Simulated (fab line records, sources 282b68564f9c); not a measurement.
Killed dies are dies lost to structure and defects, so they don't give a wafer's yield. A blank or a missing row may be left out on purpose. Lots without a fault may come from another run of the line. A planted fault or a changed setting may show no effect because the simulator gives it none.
Split-lot experiment | flow rit_cmos | 5 lots, 23 wafers read, on a route of 202 steps

THE SPLIT
At RIT_NRETRO_IMPLANT_08, the setting dose_cm2 was moved away from the recipe's 1e+13 on 11 of the 23 wafers read, by -6.8% to -6.0%. The other wafers ran this setting at the recipe's value.

FROM THE SPLIT TO THE READING: what the file shows between them, 1 step
- RIT_NRETRO_STRIP_09: strips in O2, time 180 s

THE READING
NRETRO_TW, at RIT_NRETRO_TW_MEAS_10. Fault-free wafers of this fab line usually give 1047, standard deviation 10.

wafer  | tool, chamber at the split | dose_cm2 as run | against the recipe | NRETRO_TW | against lot-mates on the recipe
L078.2 | implanter-02, 0            | 9.371e+12       | -6.3%              | 1031      | -24
L078.3 | implanter-02, 0            | 1e+13           | recipe             | 1054      | -
L078.4 | implanter-02, 0            | 9.371e+12       | -6.3%              | 1033      | -22
L078.5 | implanter-02, 0            | 1e+13           | recipe             | 1057      | -
L078.6 | implanter-02, 0            | 9.371e+12       | -6.3%              | 1032      | -24
L079.2 | implanter-04, 0            | 1e+13           | recipe             | 1053      | -
L079.3 | implanter-04, 0            | 1e+13           | recipe             | 1058      | -
L079.6 | implanter-04, 0            | 1e+13           | recipe             | 1057      | -
L080.1 | implanter-04, 0            | 9.398e+12       | -6.0%              | 1008      | -26
L080.2 | implanter-04, 0            | 9.398e+12       | -6.0%              | 1008      | -26
L080.4 | implanter-04, 0            | 1e+13           | recipe             | 1034      | -
L080.5 | implanter-04, 0            | 9.398e+12       | -6.0%              | 1011      | -22
L080.6 | implanter-04, 0            | 1e+13           | recipe             | 1033      | -
L083.1 | implanter-04, 0            | 1e+13           | recipe             | 1060      | -
L083.2 | implanter-04, 0            | 9.321e+12       | -6.8%              | 1034      | -24
L083.3 | implanter-04, 0            | 9.321e+12       | -6.8%              | 1036      | -22
L083.4 | implanter-04, 0            | 1e+13           | recipe             | 1054      | -
L083.6 | implanter-04, 0            | 1e+13           | recipe             | 1059      | -
L084.2 | implanter-02, 0            | 9.32e+12        | -6.8%              | 1035      | -26
L084.3 | implanter-02, 0            | 9.32e+12        | -6.8%              | 1035      | -26
L084.4 | implanter-02, 0            | 9.32e+12        | -6.8%              | 1040      | -20
L084.5 | implanter-02, 0            | 1e+13           | recipe             | 1059      | -
L084.6 | implanter-02, 0            | 1e+13           | recipe             | 1062      | -

THE FIT
A straight line over all 23 wafers: NRETRO_TW changes by +3.83 for each +1% of dose_cm2; r = +0.75; the points scatter about the line by 12.
The same after taking each lot's own level away (the mean of its wafers on the recipe; 23 wafers): +3.65 for each +1%; r = +0.98; scatter 2.2.
On that fit, the largest move of dose_cm2 shifts the reading by 25.
The lots' own levels span 1033.5 to 1060.5, that is 2.7 times the standard deviation above.
So the lot-to-lot level blurs the effect unless lot-mates are compared.
Check: with one of the wafers moved furthest among these (-6.8%) left out of the fit, the line predicts -24.9 for it against its lot-mates. It came out at -25.5 against them.

OTHER SPLITS ON THESE WAFERS
These wafers also went through other splits before the reading. Each is held against what the fit with the lots' levels taken away leaves over:
other split on the same wafers  | wafers away from the commonest value | r with NRETRO_TW (lot level and that fit taken away)
RIT_ACTIVE_OXIDATION_01 temp_c  | 18                                   | -0.11
RIT_ACTIVE_CVD_03 temp_c        | 10                                   | +0.33
RIT_ACTIVE_EXPOSE_08 dose_mj    | 7                                    | -0.31
RIT_NWELL_COAT_01 spin_rpm      | 6                                    | -0.07
RIT_NWELL_IMPLANT_08 energy_kev | 5                                    | +0.25
RIT_NRETRO_SOFTBAKE_02 temp_c   | 4                                    | -0.17

THE FILE'S OWN FIT
NRETRO_TW changes by +3.65 for each +1% of dose_cm2, r = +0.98.
